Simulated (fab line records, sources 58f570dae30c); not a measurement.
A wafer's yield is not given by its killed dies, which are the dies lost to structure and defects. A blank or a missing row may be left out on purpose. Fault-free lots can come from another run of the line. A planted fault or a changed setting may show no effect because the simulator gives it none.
Which of the tools did it? -- flow berkeleyCmos170 -- 12 lots, 36 wafers sampled, at 4 steps of a route of 331

== WHAT THE GAUGES SHOWED, per wafer ==
UCB170_M2_OVL_MEAS_16.
lot,measured,on,M2_OVL (nm)
L297,day 7 10:16,overlay-02,-7 -14 -6
L299,day 7 21:08,overlay-02,7 4 0
L298,day 7 21:41,overlay-02,11 2 11
L301,day 8 05:58,overlay-02,9 -6 2
L300,day 8 05:50,overlay-01,7 6 -3
L302,day 8 16:49,overlay-01,0 0 3
L303,day 8 19:36,overlay-01,8 8 20
L306,day 9 06:49,overlay-01,13 13 9
L305,day 9 06:20,overlay-01,-6 -8 -11
L304,day 9 06:32,overlay-02,-13 -6 3
L307,day 9 22:25,overlay-01,76 57 75
L314,day 10 23:12,overlay-01,76 63 68

UCB170_V2_CD_MEAS_12: the cd target is 700 nm.
lot,measured,on,cdNm (nm)
L297,day 7 12:58,cdSem-02,701.3 700.7 700.2
L299,day 7 23:43,cdSem-02,700.1 700.9 701.3
L298,day 8 00:14,cdSem-02,700.8 700.3 700.0
L301,day 8 08:28,cdSem-02,699.0 699.0 699.8
L300,day 8 08:47,cdSem-01,701.2 702.1 702.7
L302,day 8 19:05,cdSem-01,703.3 702.6 702.8
L303,day 8 22:24,cdSem-01,701.7 702.9 702.2
L306,day 9 09:25,cdSem-02,698.8 699.6 699.6
L305,day 9 08:33,cdSem-01,702.6 703.1 701.9
L304,day 9 09:09,cdSem-02,702.0 700.6 701.4
L307,day 10 00:37,cdSem-02,702.0 701.5 701.6
L314,day 11 01:44,cdSem-02,702.2 702.2 701.7

== WHICH TOOL RAN EACH LOT (tool, then ch and the chambers of the sampled wafers, then the start) ==
lot,UCB170_GATE_STRIP_16,UCB170_M2_EXPOSE_12
L297,"plasmaAsher-04 ch 0,1, day 6 00:49","krfScanner-01 ch 0, day 7 09:23"
L299,"plasmaAsher-04 ch 0,1, day 6 12:37","krfScanner-02 ch 0, day 7 20:39"
L298,"plasmaAsher-02 ch 0,1, day 6 12:51","krfScanner-02 ch 0, day 7 20:49"
L301,"plasmaAsher-03 ch 0,1, day 6 19:46","krfScanner-02 ch 0, day 8 05:28"
L300,"plasmaAsher-02 ch 0,1, day 6 20:04","krfScanner-02 ch 0, day 8 05:20"
L302,"plasmaAsher-04 ch 0,1, day 7 08:52","krfScanner-01 ch 0, day 8 16:18"
L303,"plasmaAsher-03 ch 0,1, day 7 09:08","krfScanner-02 ch 0, day 8 18:57"
L306,"plasmaAsher-02 ch 0,1, day 7 22:03","krfScanner-02 ch 0, day 9 06:18"
L305,"plasmaAsher-04 ch 0,1, day 7 22:17","krfScanner-01 ch 0, day 9 05:44"
L304,"plasmaAsher-03 ch 0,1, day 7 22:26","krfScanner-01 ch 0, day 9 05:51"
L307,"plasmaAsher-04 ch 0, day 8 10:26","krfScanner-01 ch 0, day 9 21:53"
L314,"plasmaAsher-02 ch 0,1, day 9 14:13","krfScanner-01 ch 0, day 10 22:18"
- UCB170_GATE_STRIP_16: strips in O2.
- UCB170_M2_EXPOSE_12: exposes mask METAL2, target cd 700 nm.

== WHAT THE TOOLS THEMSELVES READ (means of the sampled wafers that have a number; where no wafer has one, the mark that the record gives instead) ==
UCB170_GATE_STRIP_16.
lot,tool,drypumpMotorCurrentA (A),oesProductAu (a.u.)
L297,plasmaAsher-04,6.1,0.724
L299,plasmaAsher-04,6.2,0.723
L298,plasmaAsher-02,5.3,0.724
L301,plasmaAsher-03,5.4,0.725
L300,plasmaAsher-02,5.2,0.730
L302,plasmaAsher-04,6.2,0.722
L303,plasmaAsher-03,5.4,0.728
L306,plasmaAsher-02,5.3,0.727
L305,plasmaAsher-04,6.2,0.724
L304,plasmaAsher-03,5.7,0.721
L307,plasmaAsher-04,6.3,0.728
L314,plasmaAsher-02,5.3,0.724

== THE ANSWER, worked out from the rows above alone ==
Rule: usual is defined by the lots themselves. Put in order of their means at a reading, lots are off if they are a third of the lots or fewer, leave a main group of 4 or more, and stand apart from it by a gap of 3 or more times the standard deviation of the main group's means; of several such gaps the widest counts. Not used: any main group whose means are identical at the precision the tables above print for the reading. A lot without any number at a reading at which 4 lots or more have one is off too. The other lots that the step has rows for count as sound. Order of review: gauges by route order, followed by the tools' own readings, for which a lot's mean as printed above is used. The first step at which some lot is off is used, and at that step the reading that is off furthest; a lot without a number counts as furthest.
Off: L307, L314, seen at UCB170_M2_OVL_MEAS_16 (M2_OVL). The main group has a mean of 2 nm with a standard deviation of 7.2.
If a tool, at a process step before that reading, ran all the lots that are off and no sound lot after the first of them, it fits. Gauges at UCB170_M2_OVL_MEAS_16: tried the same way as those tools. Undecided on this evidence; 2 tools fit (krfScanner-01 at UCB170_M2_EXPOSE_12, overlay-01 at UCB170_M2_OVL_MEAS_16).

== WHAT THE SIMULATOR PUT IN ==
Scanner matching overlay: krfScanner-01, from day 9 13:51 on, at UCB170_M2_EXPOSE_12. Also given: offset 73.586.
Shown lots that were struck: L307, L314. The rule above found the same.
